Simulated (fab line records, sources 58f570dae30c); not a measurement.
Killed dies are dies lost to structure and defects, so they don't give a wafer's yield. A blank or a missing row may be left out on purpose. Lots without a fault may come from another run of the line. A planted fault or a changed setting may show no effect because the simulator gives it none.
Split-lot experiment | flow berkeley_cmos170 | 5 lots, 23 wafers read, on a route of 331 steps

THE SPLIT
At UCB170_PLDD_PEB_04, the setting peb_temp_c was moved away from the recipe's 130 C on 5 of the 23 wafers read, by +1.5% to +1.9%. The other wafers ran this setting at the recipe's value.

FROM THE SPLIT TO THE READING: what the file shows between them, 1 step
- UCB170_PLDD_DEVELOP_05: develop time 45 s

THE READING
cd_nm, in nm, at UCB170_PLDD_CD_MEAS_06 (target cd 1200 nm). Fault-free wafers of this fab line usually give 1200.3 nm, standard deviation 1.3 nm.

wafer  | tool, chamber at the split | peb_temp_c as run, C | against the recipe | cd_nm, nm | against lot-mates on the recipe
L074.1 | litho_track-04, 0          | 132.5                | +1.9%              | 1216.5    | +16.2
L074.2 | litho_track-04, 0          | 130                  | recipe             | 1200.2    | -
L074.3 | litho_track-04, 0          | 130                  | recipe             | 1201.2    | -
L074.5 | litho_track-04, 0          | 130                  | recipe             | 1199.6    | -
L074.6 | litho_track-04, 0          | 132.5                | +1.9%              | 1216.1    | +15.8
L077.1 | litho_track-01, 0          | 130                  | recipe             | 1200.9    | -
L077.4 | litho_track-01, 0          | 130                  | recipe             | 1200.4    | -
L077.6 | litho_track-01, 0          | 130                  | recipe             | 1201.9    | -
L078.2 | litho_track-04, 0          | 130                  | recipe             | 1199.0    | -
L078.3 | litho_track-04, 0          | 130                  | recipe             | 1200.0    | -
L078.4 | litho_track-04, 0          | 130                  | recipe             | 1199.5    | -
L078.5 | litho_track-04, 0          | 130                  | recipe             | 1200.2    | -
L078.6 | litho_track-04, 0          | 130                  | recipe             | 1199.7    | -
L079.1 | litho_track-04, 0          | 130                  | recipe             | 1202.0    | -
L079.2 | litho_track-04, 0          | 130                  | recipe             | 1203.2    | -
L079.3 | litho_track-04, 0          | 130                  | recipe             | 1202.5    | -
L079.4 | litho_track-04, 0          | 130                  | recipe             | 1201.4    | -
L079.6 | litho_track-04, 0          | 130                  | recipe             | 1201.9    | -
L085.1 | litho_track-01, 0          | 132                  | +1.5%              | 1212.9    | +11.9
L085.3 | litho_track-01, 0          | 130                  | recipe             | 1200.9    | -
L085.4 | litho_track-01, 0          | 132                  | +1.5%              | 1213.8    | +12.8
L085.5 | litho_track-01, 0          | 132                  | +1.5%              | 1213.0    | +12.0
L085.6 | litho_track-01, 0          | 130                  | recipe             | 1201.1    | -

THE FIT
A straight line over all 23 wafers: cd_nm changes by +8.03 nm for each +1% of peb_temp_c; r = +0.98; the points scatter about the line by 1 nm.
The same after taking each lot's own level away (the mean of its wafers on the recipe; 23 wafers): +8.14 nm for each +1%; r = +1.00; scatter 0.54 nm.
On that fit, the largest move of peb_temp_c shifts the reading by 16 nm.
The lots' own levels span 1199.68 to 1202.20 nm, that is 1.9 times the standard deviation above.
So the lot-to-lot level changes the slope little: the two slopes agree.
Check: with one of the wafers moved furthest among these (+1.9%) left out of the fit, the line predicts +15.5 nm for it against its lot-mates. It came out at +16.2 nm against them.

OTHER SPLITS ON THESE WAFERS
These wafers also went through other splits before the reading. Each is held against what the fit with the lots' levels taken away leaves over:
other split on the same wafers      | wafers away from the commonest value | r with cd_nm (lot level and that fit taken away)
UCB170_ZERO_STRIP_07 o2_flow_sccm   | 7                                    | +0.01
UCB170_NWELL_IMPLANT_14 energy_kev  | 8                                    | -0.13
UCB170_ACTIVE_STRIP_16 power_w      | 10                                   | -0.16
UCB170_PFIELD_IMPLANT_07 energy_kev | 5                                    | +0.03
UCB170_GATE_CVD_04 temp_c           | 15                                   | +0.12
UCB170_GATE_COAT_07 spin_rpm        | 11                                   | +0.06
UCB170_GATE_ETCH_14 bias_w          | 6                                    | +0.05

THE FILE'S OWN FIT
cd_nm changes by +8.17 nm for each +1% of peb_temp_c, r = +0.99.
